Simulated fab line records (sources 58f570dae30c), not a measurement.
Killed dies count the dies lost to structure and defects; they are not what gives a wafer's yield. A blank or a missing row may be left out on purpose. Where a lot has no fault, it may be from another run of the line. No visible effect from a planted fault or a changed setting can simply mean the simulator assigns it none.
Which tool is to blame? | flow berkeley cmos170 | 7 lots, 21 wafers sampled, at 3 steps of a route of 331

## WHAT EACH GAUGE READ, for each wafer
UCB170_CONTACT_CD_MEAS_15: target cd 700 nm.
lot  | measured     | on        | cd nm (nm)
L712 | day 7 14:02  | cd sem-02 | 701.0 700.7 700.0
L710 | day 7 19:54  | cd sem-02 | 698.8 699.0 700.0
L717 | day 8 14:04  | cd sem-02 | 734.7 734.7 736.1
L718 | day 8 15:07  | cd sem-01 | 735.8 734.4 735.5
L725 | day 10 08:37 | cd sem-02 | 698.1 699.5 700.9
L727 | day 11 00:22 | cd sem-02 | 698.8 698.5 698.0
L729 | day 11 13:49 | cd sem-02 | 702.0 702.2 702.4

## WHICH TOOL RAN EACH LOT (tool, then ch and the chambers of the sampled wafers, then the start)
lot  | UCB170_BACKSIDE_STRIP_03             | UCB170_CONTACT_COAT_10
L712 | plasma asher-04 ch 0,1, day 7 08:13  | litho track-03 ch 0, day 7 13:00
L710 | plasma asher-01 ch 0,1, day 7 11:22  | litho track-04 ch 0, day 7 19:00
L717 | plasma asher-04 ch 0, day 8 08:52    | litho track-03 ch 0, day 8 13:00
L718 | plasma asher-01 ch 0,1, day 8 09:31  | litho track-03 ch 0, day 8 14:00
L725 | plasma asher-04 ch 0,1, day 10 03:29 | litho track-01 ch 0, day 10 07:00
L727 | plasma asher-04 ch 1, day 10 18:20   | litho track-01 ch 0, day 10 23:00
L729 | plasma asher-03 ch 0,1, day 11 06:02 | litho track-03 ch 0, day 11 12:00
- UCB170_BACKSIDE_STRIP_03: strips in O2.
- UCB170_CONTACT_COAT_10: resist thk 900 nm.

## THE ANSWER, worked out from the rows above alone
Rule: usual is defined by the lots themselves. The widest of any qualifying gaps counts: lots, ordered by their means at a reading, are off when they make up no more than a third of the lots, leave a main group of 4 or more, and stand apart from it by 3 or more times the standard deviation of that group's means. A main group whose means are all the same, to the digits that the tables above print for the reading, isn't used. A lot without any number at a reading at which 4 lots or more have one is off too. Where the step has rows for the other lots, those lots are counted as sound.
Off: L717, L718 (UCB170_CONTACT_CD_MEAS_15, cd nm). The main group has a mean of 700.0 nm with a standard deviation of 1.3.
If a tool, at a process step before that reading, ran all the lots that are off and no sound lot after the first of them, it fits. The gauges at UCB170_CONTACT_CD_MEAS_15 are tried like those tools. None of those tried fits.

## WHAT WAS PUT IN BY THE SIMULATOR
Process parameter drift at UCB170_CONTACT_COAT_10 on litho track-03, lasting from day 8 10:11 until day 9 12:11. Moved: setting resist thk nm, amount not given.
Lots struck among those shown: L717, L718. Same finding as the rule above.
